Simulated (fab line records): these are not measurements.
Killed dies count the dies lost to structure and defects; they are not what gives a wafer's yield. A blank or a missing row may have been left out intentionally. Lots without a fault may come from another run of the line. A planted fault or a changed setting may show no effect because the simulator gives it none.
Which tool did it? / flow berkeley_cmos170 / 12 lots, 36 wafers sampled, at 2 steps of a route of 331

WHAT THE GAUGES SHOWED, per wafer
UCB170_NLDD_OVL_MEAS_07.
lot=L430; measured=day 6 16:38; on=overlay-02; NLDD_OVL (nm)=-2 0 -7
lot=L431; measured=day 6 18:01; on=overlay-01; NLDD_OVL (nm)=2 -1 3
lot=L432; measured=day 6 18:17; on=overlay-02; NLDD_OVL (nm)=-11 -5 -8
lot=L433; measured=day 6 20:59; on=overlay-01; NLDD_OVL (nm)=-2 -11 -3
lot=L435; measured=day 7 05:01; on=overlay-02; NLDD_OVL (nm)=-2 -1 2
lot=L441; measured=day 8 10:59; on=overlay-02; NLDD_OVL (nm)=258 256 257 257 254 256
lot=L442; measured=day 8 11:10; on=overlay-02; NLDD_OVL (nm)=263 258 257 262 257 256
lot=L443; measured=day 8 23:59; on=overlay-01; NLDD_OVL (nm)=-4 5 0
lot=L446; measured=day 9 08:04; on=overlay-02; NLDD_OVL (nm)=-4 -1 -6
lot=L450; measured=day 10 04:32; on=overlay-01; NLDD_OVL (nm)=-7 0 4
lot=L452; measured=day 10 08:22; on=overlay-02; NLDD_OVL (nm)=6 -1 0
lot=L453; measured=day 10 18:21; on=overlay-02; NLDD_OVL (nm)=8 9 7

EACH LOT AND THE TOOL THAT RAN IT (in order: tool; ch and the chambers of the sampled wafers; start)
lot=L430; UCB170_NLDD_EXPOSE_03=krf_scanner-01 ch 0, day 6 15:37
lot=L431; UCB170_NLDD_EXPOSE_03=krf_scanner-01 ch 0, day 6 17:14
lot=L432; UCB170_NLDD_EXPOSE_03=krf_scanner-01 ch 0, day 6 17:37
lot=L433; UCB170_NLDD_EXPOSE_03=krf_scanner-02 ch 0, day 6 20:19
lot=L435; UCB170_NLDD_EXPOSE_03=krf_scanner-02 ch 0, day 7 04:31
lot=L441; UCB170_NLDD_EXPOSE_03=krf_scanner-01 ch 0, day 8 10:28
lot=L442; UCB170_NLDD_EXPOSE_03=krf_scanner-01 ch 0, day 8 10:36
lot=L443; UCB170_NLDD_EXPOSE_03=krf_scanner-02 ch 0, day 8 23:17
lot=L446; UCB170_NLDD_EXPOSE_03=krf_scanner-02 ch 0, day 9 07:24
lot=L450; UCB170_NLDD_EXPOSE_03=krf_scanner-02 ch 0, day 10 03:16
lot=L452; UCB170_NLDD_EXPOSE_03=krf_scanner-02 ch 0, day 10 07:52
lot=L453; UCB170_NLDD_EXPOSE_03=krf_scanner-02 ch 0, day 10 17:36
- UCB170_NLDD_EXPOSE_03: exposes mask NSELECT, target cd 1200 nm.

AS READ BY THE TOOLS THEMSELVES (means over the sampled wafers that have a number; for cases with no such wafer, the mark the record gives instead)
UCB170_NLDD_EXPOSE_03.
lot=L430; tool=krf_scanner-01; stage_vel_mm_s (mm/s)=500.09
lot=L431; tool=krf_scanner-01; stage_vel_mm_s (mm/s)=499.98
lot=L432; tool=krf_scanner-01; stage_vel_mm_s (mm/s)=500.01
lot=L433; tool=krf_scanner-02; stage_vel_mm_s (mm/s)=500.04
lot=L435; tool=krf_scanner-02; stage_vel_mm_s (mm/s)=499.76
lot=L441; tool=krf_scanner-01; stage_vel_mm_s (mm/s)=500.09
lot=L442; tool=krf_scanner-01; stage_vel_mm_s (mm/s)=499.87
lot=L443; tool=krf_scanner-02; stage_vel_mm_s (mm/s)=500.27
lot=L446; tool=krf_scanner-02; stage_vel_mm_s (mm/s)=499.70
lot=L450; tool=krf_scanner-02; stage_vel_mm_s (mm/s)=499.97
lot=L452; tool=krf_scanner-02; stage_vel_mm_s (mm/s)=500.20
lot=L453; tool=krf_scanner-02; stage_vel_mm_s (mm/s)=499.93

THE ANSWER, worked out from the rows above alone
Rule: usual is defined by the lots themselves. The widest of any qualifying gaps counts: lots, ordered by their means at a reading, are off when they make up no more than a third of the lots, leave a main group of 4 or more, and stand apart from it by 3 or more times the standard deviation of that group's means. Not used: any main group whose means are identical at the precision the tables above print for the reading. A lot without any number at a reading at which 4 lots or more have one is off too. Where the step has rows for the other lots, those lots are counted as sound. First the gauges in route order, then the tools' own readings, where a lot's mean is used as printed above. At the first step where some lot is off, the reading lying furthest off is the one used; lots without a number count as furthest.
Off: at UCB170_NLDD_OVL_MEAS_07 (NLDD_OVL), L441, L442. Main group: mean -1 nm, sd 4.2.
If a tool, at a process step before that reading, ran all the lots that are off and no sound lot after the first of them, it fits. Gauges at UCB170_NLDD_OVL_MEAS_07: tried the same way as those tools. One fits: UCB170_NLDD_EXPOSE_03 on krf_scanner-01. Its last sound lot is L432 (day 6 17:37), its first lot that is off L441 (day 8 10:28): a fault that began between those two fits.

WHAT HAD BEEN PUT IN BY THE SIMULATOR
Scanner matching overlay: krf_scanner-01, from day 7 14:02 on, at UCB170_NLDD_EXPOSE_03. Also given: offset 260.
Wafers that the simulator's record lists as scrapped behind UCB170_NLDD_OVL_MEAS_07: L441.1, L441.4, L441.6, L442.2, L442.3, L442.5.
Struck lots among those shown: L441, L442. The same result came from the rule above.
